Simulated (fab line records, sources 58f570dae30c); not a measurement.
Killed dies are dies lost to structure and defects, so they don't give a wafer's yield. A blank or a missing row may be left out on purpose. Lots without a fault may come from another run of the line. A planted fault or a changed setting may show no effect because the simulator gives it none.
fab line records | flow berkeley_cmos170
record lots=14 wafers=42 last_day=13
route steps=331 shown NSD@194 PSD@206 CONTACT@233
lots that met no fault: from a run of the same line without faults
start_h: hours from the record's first day to the start of the lot's first wafer shown | wait_h: hours since the lot's step before | " the same as in the row above | L1.1+2: a row that stands for several wafers | - no value, or no start given | * or withheld: withheld | < > ~ a bound
route shown NAME@n: a module of which the file shows steps, and the number in the route of the first | usual: mean/standard deviation of fault-free wafers | same: alike in all rows | chamber/n: place in a boat | sites: the reading at each site | _std_site: their standard deviation | _edge_site: outer sites' mean less inner sites' | radius_mm: how far each site lies from the wafer's centre | mask NAME#n: copy n | behind: the tool/chamber that last shaped the wafer | hold: why the lot was held/for how many hours/how that ended | device: the transistor (n, p or np) that didn't switch | end of line: the same wafers' tests at the end of the route | a step without rows: its recipe alone | killed: dies lost to structure and defects at the first sort, not the wafer's yield | map: a wafer's dies, x killed, . not, _ none there
set.NAME: the setting as run; set.NAME@STEP: as run at that earlier step | model.NAME: the simulator's own value behind a step, which no gauge read
steps of the route over a sample of lots; a table a step, a row a wafer
services: from which hour (start_h, from the record's first day; less than 0 if before it) a tool's chamber was out of use, for how many hours, and why
## steps
# step UCB170_NSD_OVL_MEAS_07
# usual NSD_OVL=2/4.1
# columns lot.wafer tool chamber start_h wait_h NSD_OVL[nm]
L225.1 overlay-01 - 179.74 0.1 -3
L225.2 " - " " 0
L225.3 " - " " -2
L226.1 overlay-01 - 190.67 0.1 7
L226.5 " - " " 10
L226.6 " - " " 3
L227.1 overlay-02 - 190.75 0.1 3
L227.3 " - " " 5
L227.5 " - " " 2
L228.1 overlay-01 - 191.85 0.1 8
L228.2 " - " " 4
L228.6 " - " " 4
L230.2 overlay-01 - 201.81 0.1 11
L230.4 " - " " 6
L230.6 " - " " 6
L234.3 overlay-02 - 218.06 0.1 -8
L234.4 " - " " -2
L234.5 " - " " 7
L235.1 overlay-01 - 231.88 0.1 -6
L235.5 " - " " -1
L235.6 " - " " 1
L237.2 overlay-01 - 232.16 0.1 0
L237.4 " - " " -1
L237.6 " - " " 3
L239.1 overlay-02 - 232.43 0.1 3
L239.2 " - " " 4
L239.5 " - " " 7
L236.1 overlay-01 - 232.48 0.1 -2
L236.4 " - " " 3
L236.6 " - " " -1
L238.4 overlay-01 - 232.77 0.1 0
L238.5 " - " " -1
L238.6 " - " " 1
L241.1 overlay-01 - 258.47 0.1 5
L241.3 " - " " 0
L241.5 " - " " 6
L240.1 overlay-01 - 259.03 0.1 2
L240.4 " - " " 9
L240.6 " - " " 7
L244.1 overlay-01 - 270.79 0.1 5
L244.2 " - " " 4
L244.5 " - " " 6
# step UCB170_SDANNEAL_RS_MEAS_02
# recipe thk_meas_gauge=four-point-probe
# usual PSD_RS=75.7/0.37
# columns lot.wafer tool chamber start_h wait_h PSD_RS[ohm/sq]
L225.1 film_metro-03 - 182.80 0.1 75.6
L225.2 " - " " 75.5
L225.3 " - " " 75.5
L226.1 film_metro-02 - 192.84 0.0 75.3
L226.5 " - " " 75.6
L226.6 " - " " 75.6
L227.1 film_metro-03 - 192.84 0.0 75.5
L227.3 " - " " 75.5
L227.5 " - " " 75.4
L228.1 film_metro-02 - 193.32 0.1 75.2
L228.2 " - " " 75.2
L228.6 " - " " 75.5
L230.2 film_metro-03 - 204.28 0.1 75.9
L230.4 " - " " 75.9
L230.6 " - " " 75.7
L234.3 film_metro-04 - 220.41 0.1 75.1
L234.4 " - " " 75.4
L234.5 " - " " 75.3
L235.1 film_metro-02 - 233.53 0.1 76.0
L235.5 " - " " 75.7
L235.6 " - " " 75.9
L237.2 film_metro-03 - 233.60 0.1 76.2
L237.4 " - " " 75.8
L237.6 " - " " 76.2
L239.1 film_metro-02 - 234.01 0.1 75.4
L239.2 " - " " 75.5
L239.5 " - " " 75.6
L236.1 film_metro-03 - 234.06 0.1 75.5
L236.4 " - " " 75.1
L236.6 " - " " 75.7
L238.4 film_metro-02 - 234.55 0.3 75.1
L238.5 " - " " 74.8
L238.6 " - " " 74.8
L241.1 film_metro-03 - 259.88 0.0 76.1
L241.3 " - " " 76.1
L241.5 " - " " 75.9
L240.1 film_metro-03 - 260.43 0.0 75.4
L240.4 " - " " 75.7
L240.6 " - " " 75.5
L244.1 film_metro-04 - 272.33 0.0 75.4
L244.2 " - " " 75.5
L244.5 " - " " 75.2
# step UCB170_CONTACT_ETCH_17
# recipe chemistry=N2/H2 target_depth_a=withheld overetch_a=withheld target=BARC time_s=withheld source_w=500 bias_w=97.8 pressure_mtorr=30 n2_flow_sccm=100 h2_flow_sccm=200
# usual drypump_motor_current_A=5.8/0.52 oes_product_au=0.991/0.017 throttle_valve_pct=13.38/0.14
# columns lot.wafer tool chamber start_h wait_h drypump_motor_current_A oes_product_au throttle_valve_pct
L225.1 rie_diel-04 1 190.23 0.0 6.4 1.002 13.40
L225.2 " 0 " " 5.0 0.983 13.37
L225.3 " 3 " " 5.6 0.989 13.14
L227.1 rie_diel-03 2 198.07 0.0 6.2 1.044 13.23
L227.3 " 0 " " 5.8 0.994 13.31
L227.5 " 1 " " 6.5 0.994 13.31
L226.1 rie_diel-04 0 198.43 0.0 5.0 0.985 13.39
L226.5 " 1 " " 6.4 0.996 13.40
L226.6 " 2 " " 5.7 0.959 13.33
L228.1 rie_diel-02 0 202.47 0.0 6.4 0.995 13.68
L228.2 " 3 " " 5.8 0.996 13.48
L228.6 " 1 " " 4.9 0.981 13.44
L230.2 rie_diel-02 2 210.42 0.0 5.5 0.995 13.32
L230.4 " 3 " " 5.8 1.003 13.49
L230.6 " 2 " " 5.5 0.996 13.34
L234.3 rie_diel-03 2 227.67 0.0 6.3 1.038 13.25
L234.4 " 0 " " 5.9 0.980 13.31
L234.5 " 3 " " 5.6 0.995 13.28
L235.1 rie_diel-02 0 238.98 0.0 6.4 0.994 13.67
L235.5 " 0 " " 6.4 0.992 13.66
L235.6 " 3 " " 5.8 0.989 13.49
L239.1 rie_diel-04 0 240.67 0.0 5.0 0.998 13.34
L239.2 " 3 " " 5.6 0.994 13.14
L239.5 " 1 " " 6.4 0.991 13.41
L237.2 rie_diel-02 1 240.70 0.0 4.9 0.987 13.42
L237.4 " 0 " " 6.4 0.996 13.67
L237.6 " 1 " " 4.9 0.984 13.46
L238.4 rie_diel-03 3 240.85 0.0 5.6 0.996 13.28
L238.5 " 3 " " 5.6 0.995 13.26
L238.6 " 0 " " 5.8 0.976 13.32
L236.1 rie_diel-04 3 240.97 0.0 5.7 0.977 13.14
L236.4 " 3 " " 5.7 0.978 13.14
L236.6 " 0 " " 5.0 0.975 13.36
L241.1 rie_diel-04 1 265.34 0.0 6.4 0.990 13.39
L241.3 " 3 " " 5.7 0.978 13.12
L241.5 " 2 " " 5.7 0.950 13.33
L240.1 rie_diel-04 1 266.76 0.0 6.4 0.993 13.40
L240.4 " 0 " " 5.0 0.976 13.35
L240.6 " 2 " " 5.7 0.952 13.34
L244.1 rie_diel-03 3 280.08 0.0 5.5 1.002 13.25
L244.2 " 0 " " 5.8 0.993 13.31
L244.5 " 2 " " 6.3 1.035 13.24
# step UCB170_CONTACT_ETCH_18
# recipe chemistry=CHF3/CF4/Ar target=PSG stop_on=TiSi2 CHF3_flow_sccm=45 cf4_flow_sccm=15 Ar_flow_sccm=150 pressure_mtorr=200 rf_w=700 target_depth_a=8400 over_etch_frac=0.2 time_s=195
# usual drypump_motor_current_A=5.8/0.52 oes_product_au=0.883/0.011 run_length_s=223.2/0.38 throttle_valve_pct=6.94/0.099
# columns lot.wafer tool chamber start_h wait_h drypump_motor_current_A oes_product_au rf_hours_counter_h run_length_s throttle_valve_pct
L225.1 rie_diel-04 1 190 - 6.4 0.870 117 223.3 7.07
L225.2 " 0 " " 5.0 0.891 145 223.2 7.00
L225.3 " 3 " " 5.6 0.865 44 223.5 6.80
L227.1 rie_diel-03 2 198 - 6.3 0.893 24 222.5 6.97
L227.3 " 0 " " 5.8 0.876 122 222.8 6.82
L227.5 " 1 " " 6.5 0.892 - 223.6 6.85
L226.1 rie_diel-04 0 198 - 5.0 0.888 145 222.6 6.97
L226.5 " 1 " " 6.4 0.874 - 223.4 7.07
L226.6 " 2 " " 5.7 0.904 - 223.3 6.95
L228.1 rie_diel-02 0 202 - 6.4 0.887 107 223.7 7.10
L228.2 " 3 " " 5.9 0.882 17 223.4 7.00
L228.6 " 1 " " 4.9 0.892 - 223.6 6.93
L230.2 rie_diel-02 2 210 - 5.5 0.875 96 223.6 6.86
L230.4 " 3 " " 5.9 0.878 17 223.4 7.01
L230.6 " 2 " " 5.5 0.879 - 223.5 6.89
L234.3 rie_diel-03 2 227 - 6.3 0.894 25 223.0 6.98
L234.4 " 0 " " 5.8 0.864 123 222.9 6.85
L234.5 " 3 " " 5.6 0.882 - 222.8 6.87
L235.1 rie_diel-02 0 239 - 6.4 0.893 110 223.4 7.11
L235.5 " 0 " " 6.5 0.889 - 223.8 7.13
L235.6 " 3 " " 5.9 0.887 - 224.0 7.00
L239.1 rie_diel-04 0 240 - 5.0 0.870 1 222.8 6.99
L239.2 " 3 " " 5.6 0.864 48 223.4 6.79
L239.5 " 1 " " 6.4 0.880 - 223.5 7.08
L237.2 rie_diel-02 1 240 - 4.9 0.898 64 223.7 6.94
L237.4 " 0 " " 6.5 0.894 - 223.4 7.12
L237.6 " 1 " " 4.9 0.894 - 223.0 6.95
L238.4 rie_diel-03 3 240 - 5.5 0.883 122 222.8 6.88
L238.5 " 3 " " 5.6 0.883 - 223.4 6.86
L238.6 " 0 " " 5.8 0.873 - 222.6 6.83
L236.1 rie_diel-04 3 241 - 5.7 0.876 48 223.8 6.80
L236.4 " 3 " " 5.7 0.870 - 223.5 6.78
L236.6 " 0 " " 5.0 0.892 - 222.8 6.99
L241.1 rie_diel-04 1 265 - 6.4 0.642 122 379.2 7.08
L241.3 " 3 " " 5.6 0.644 49 379.6 6.78
L241.5 " 2 " " 5.7 0.674 - 379.0 6.93
L240.1 rie_diel-04 1 266 - 6.4 0.652 122 379.3 7.09
L240.4 " 0 " " 5.0 0.660 2 378.8 6.98
L240.6 " 2 " " 5.7 0.670 - 379.3 6.94
L244.1 rie_diel-03 3 280 - 5.5 0.892 124 222.8 6.87
L244.2 " 0 " " 5.8 0.871 126 222.3 6.82
L244.5 " 2 " " 6.3 0.899 - 222.8 6.97
# step UCB170_CONTACT_CD_MEAS_90
# recipe target_cd_nm=700
# usual cd_nm=699.2/1.6
# columns lot.wafer tool chamber start_h wait_h cd_nm
L225.1 cd_sem-01 - 190.50 0.1 696.2
L225.2 " - " " 695.9
L225.3 " - " " 694.6
L227.1 cd_sem-02 - 198.34 0.1 698.6
L227.3 " - " " 700.4
L227.5 " - " " 700.2
L226.1 cd_sem-01 - 198.70 0.1 698.7
L226.5 " - " " 698.8
L226.6 " - " " 699.2
L228.1 cd_sem-02 - 202.74 0.1 699.0
L228.2 " - " " 697.9
L228.6 " - " " 699.4
L230.2 cd_sem-01 - 210.70 0.1 700.8
L230.4 " - " " 697.6
L230.6 " - " " 700.8
L234.3 cd_sem-02 - 227.98 0.1 696.9
L234.4 " - " " 699.0
L234.5 " - " " 699.5
L235.1 cd_sem-01 - 239.24 0.1 700.3
L235.5 " - " " 700.6
L235.6 " - " " 699.8
L239.1 cd_sem-01 - 240.94 0.1 699.2
L239.2 " - " " 696.9
L239.5 " - " " 698.8
L237.2 cd_sem-01 - 241.08 0.2 695.8
L237.4 " - " " 696.9
L237.6 " - " " 696.0
L238.4 cd_sem-01 - 241.24 0.2 699.3
L238.5 " - " " 700.6
L238.6 " - " " 700.8
L236.1 cd_sem-01 - 241.42 0.3 701.3
L236.4 " - " " 700.6
L236.6 " - " " 701.2
L241.1 cd_sem-02 - 265.61 0.1 704.0
L241.3 " - " " 703.6
L241.5 " - " " 703.1
L240.1 cd_sem-02 - 267.02 0.1 708.1
L240.4 " - " " 707.5
L240.6 " - " " 705.5
L244.1 cd_sem-02 - 280.77 0.5 700.2
L244.2 " - " " 701.2
L244.5 " - " " 700.3
## services
# columns tool chamber start_h hours kind
rie_diel-03 0 198.74 2.9 repair
rie_diel-04 0 205.69 - clean
rie_diel-04 0 205.69 20.1 scheduled_down
rie_diel-04 0 205.69 20.1 vent_cycle
rie_diel-04 2 222.04 20.2 repair
rie_diel-03 3 231.73 1.2 repair
rie_diel-02 2 233.23 14.0 repair
rie_diel-04 3 234.74 3.1 repair
rie_diel-02 3 255.19 11.5 repair
rie_diel-02 3 278.49 2.5 repair
## key
first_sign step=UCB170_CONTACT_ETCH_18 reading=run_length_s direction=up sigmas=99+ usual=* struck=*
effect step=UCB170_CONTACT_ETCH_18 reading=oes_product_au direction=down sigmas=21 usual=0.883 struck=0.657
effect step=UCB170_CONTACT_CD_MEAS_90 reading=cd_nm direction=up sigmas=3.7 usual=699.2 struck=705.3
met_at UCB170_CONTACT_ETCH_18
struck_lots L240,L241
sort_left_out L241.1,L241.3,L241.5
tester_left_out L240,L241
not_acting_at UCB170_NSD_OVL_MEAS_07,UCB170_SDANNEAL_RS_MEAS_02,UCB170_CONTACT_ETCH_17
onset_between 241 265
fault kind=process_parameter_drift tool=rie_diel-04 chamber=- onset_h=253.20 steps=UCB170_CONTACT_ETCH_18 channel=time_s offset=* shape=step end_h=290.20 acts_in=* stated=*
# tester_left_out: of these lots the tester's yield and bins aren't shown, on N5 and GAA mostly nor the transistor test; their killed dies are dies lost to structure and defects alone, not to doping, threshold or leakage, so they don't give the yield
# sort_left_out: the simulated sort isn't trusted on such a fault, so these wafers' sort isn't shown, and their yield isn't known
